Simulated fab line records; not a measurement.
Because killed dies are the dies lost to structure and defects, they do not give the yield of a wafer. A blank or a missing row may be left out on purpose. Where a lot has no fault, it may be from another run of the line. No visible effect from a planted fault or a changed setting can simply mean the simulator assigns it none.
Which of the tools did it? | flow berkeley-cmos170 | 39 wafers from 13 lots sampled at 3 of the route's 331 steps

== WHAT EACH GAUGE READ, for each wafer ==
UCB170_START_BOW_MEAS_00. Usual: INCOMING_BOW 0 um, standard deviation 6.8.
lot  | measured    | on            | INCOMING_BOW (um) | flag
L536 | day 1 10:02 | film-metro-02 | 3 1 2             |
L538 | day 1 20:00 | film-metro-04 | 5 1 4             |
L539 | day 2 01:01 | film-metro-02 | 6 6 -1            |
L540 | day 2 06:01 | film-metro-02 | 6 4 0             |
L541 | day 2 11:00 | film-metro-01 | 2 -3 -3           |
L543 | day 2 21:00 | film-metro-04 | -9 -10 9          |
L544 | day 3 02:00 | film-metro-01 | 9 -5 10           |
L546 | day 3 12:00 | film-metro-04 | 22 -7 3           |
L553 | day 4 23:02 | film-metro-01 | -1 -6 3           |
L555 | day 5 09:08 | film-metro-01 | -7 0 4            |
L557 | day 5 19:02 | film-metro-01 | -5 -10 0          |
L558 | day 6 00:02 | film-metro-04 | -4 7 0            |
L559 | day 6 05:00 | film-metro-01 | -7 -13 7          |

UCB170_PFIELD_TW_MEAS_09. Usual: PFIELD_TW 602, standard deviation 4.2.
lot  | measured    | on            | PFIELD_TW   | flag
L536 | day 4 02:17 | film-metro-03 | 606 605 605 |
L538 | day 4 17:59 | film-metro-04 | 596 596 595 |
L539 | day 5 06:30 | film-metro-03 | 602 605 600 |
L540 | day 5 07:50 | film-metro-04 | 598 600 601 |
L541 | day 5 07:38 | film-metro-01 | 604 606 603 |
L543 | day 5 15:15 | film-metro-03 | 602 601 605 |
L544 | day 5 19:44 | film-metro-01 | 607 604 607 |
L546 | day 6 03:15 | film-metro-03 | 606 605 604 |
L553 | day 7 22:32 | film-metro-01 | 610 605 604 |
L555 | day 8 01:58 | film-metro-04 | 598 600 599 |
L557 | day 8 15:13 | film-metro-04 | 597 598 598 |
L558 | day 8 20:26 | film-metro-03 | 604 605 604 |
L559 | day 9 01:44 | film-metro-01 | 602 598 601 |

UCB170_CONTACT_CD_MEAS_15: target cd 700 nm. Usual: cd-nm reads 699.8 nm (standard deviation 1.4).
lot  | measured     | on        | cd-nm (nm)        | flag
L536 | day 6 19:38  | cd-sem-02 | 703.0 703.1 703.0 |
L538 | day 7 10:22  | cd-sem-01 | 701.8 701.2 701.6 |
L539 | day 7 14:59  | cd-sem-01 | 699.8 698.9 699.4 |
L540 | day 7 15:59  | cd-sem-02 | 700.3 699.1 701.2 |
L541 | day 7 15:42  | cd-sem-01 | 700.3 699.2 699.3 |
L543 | day 8 14:22  | cd-sem-02 | 700.9 698.6 700.3 |
L544 | day 8 14:38  | cd-sem-01 | 698.2 699.4 698.4 |
L546 | day 8 17:20  | cd-sem-01 | 700.5 699.4 700.6 |
L553 | day 10 10:48 | cd-sem-02 | 698.5 699.2 698.7 |
L555 | day 10 08:52 | cd-sem-01 | 698.7 698.3 699.7 |
L557 | day 11 10:25 | cd-sem-02 | 699.6 701.7 700.6 |
L558 | day 11 10:05 | cd-sem-01 | 701.4 701.0 701.4 |
L559 | day 11 19:12 | cd-sem-01 | 699.6 700.1 699.8 |

== WHICH TOOL RAN EACH LOT (tool, then ch and the chambers of the sampled wafers, then the start) ==
Before these readings, the record contains no process step.

== AS READ BY THE TOOLS THEMSELVES (means over the sampled wafers that have a number; for cases with no such wafer, the mark the record gives instead) ==
The record holds no such reading with a usual standard deviation.

== THE ANSWER, worked out from the rows above alone ==
Rule: a lot counts as off when the mean over its wafers that have a number is more than 3 standard deviations away from the usual mean. A lot without any number at a reading at which 4 lots or more have one is off too. The other lots that the step has rows for count as sound. First the gauges in route order, then the tools' own readings, where a lot's mean is used as printed above. At the first step where some lot is off, the reading lying furthest off is the one used; lots without a number count as furthest.
No lot is off on any of the readings shown, so nothing can be concluded from this.

== WHAT THE SIMULATOR HAD PUT IN ==
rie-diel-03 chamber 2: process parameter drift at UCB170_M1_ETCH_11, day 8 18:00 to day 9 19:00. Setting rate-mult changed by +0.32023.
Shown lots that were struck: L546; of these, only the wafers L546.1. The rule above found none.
